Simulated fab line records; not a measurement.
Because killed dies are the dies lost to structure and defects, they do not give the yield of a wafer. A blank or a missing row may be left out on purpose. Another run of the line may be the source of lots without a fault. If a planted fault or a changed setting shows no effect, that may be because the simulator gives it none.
A single fault, viewed from 2 desks | flow rit-cmos | every desk sees just its own numbers, and what lay behind them comes last

## THE METROLOGY DESK
What the gauges read, lot by lot, whatever tool the lot ran on: means of the sampled wafers that have a number. Marked OUT: a lot whose mean sits more than 4 standard deviations from the usual mean, which makes it out of limits; the brackets give that distance.
Columns: A = PRETRO_OVL at RIT_PRETRO_OVL_MEAS_06, usual 0.0 nm
lot  | first seen here | A
L345 | day 2 15:22     | -0.8
L346 | day 2 20:21     | -0.9
L347 | day 2 23:19     | -2.2
L349 | day 3 09:25     | 0.2
L351 | day 3 18:38     | 0.5
L352 | day 4 03:10     | 1.8
L353 | day 4 06:17     | -0.9
L354 | day 4 11:07     | 0.1
L355 | day 4 16:17     | -1.5
L357 | day 4 23:41     | 239.6 (+99 or more) OUT
L358 | day 5 06:50     | 0.1
L361 | day 5 22:10     | -0.2
L363 | day 6 16:04     | 238.2 (+99 or more) OUT
L365 | day 6 21:16     | -1.1
This desk reports L357, L363 out of limits; the earliest was L357 at day 4 23:41 (PRETRO_OVL at RIT_PRETRO_OVL_MEAS_06). L345, L346, L347, L349, L351, L352, L353, L354, L355, L358, L361, L365 stayed within limits.

## FOR THE TOOL OWNER'S DESK: iline-stepper-01
The tool's own readings at RIT_PRETRO_EXPOSE_03 (exposes mask M5, target cd 43700 nm): means of the sampled wafers that have a number, for each lot that ran on this tool. Marked OUT: a lot whose mean sits more than 4 standard deviations from the usual mean, which makes it out of limits; the brackets give that distance.
Columns: A = exposure-dose-mJ-cm2 at RIT_PRETRO_EXPOSE_03, usual 249.99
lot  | first seen here | A
L346 | day 2 19:53     | 250.03
L347 | day 2 22:55     | 249.75
L349 | day 3 08:58     | 249.95
L353 | day 4 05:52     | 250.19
L355 | day 4 15:51     | 250.04
L357 | day 4 23:16     | 249.76
L363 | day 6 15:38     | 249.68
This desk's finding: nothing out of limits on any of the 7 lots.

## BROUGHT TOGETHER
L357, L363 would have let the metrology desk raise an alarm at day 4 23:41.
The tool owner's desk saw nothing out of limits.
The tool owner's desk has L357, L363 on record, within its limits.
Of the lots named, all ran RIT_PRETRO_EXPOSE_03 on iline-stepper-01.

## WHAT HAD BEEN PUT IN BY THE SIMULATOR
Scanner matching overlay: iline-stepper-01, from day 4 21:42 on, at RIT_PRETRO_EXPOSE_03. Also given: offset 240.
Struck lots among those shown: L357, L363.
Per desk, hours elapsed from the start of the fault to the first reading out of limits: for the metrology desk, 2.
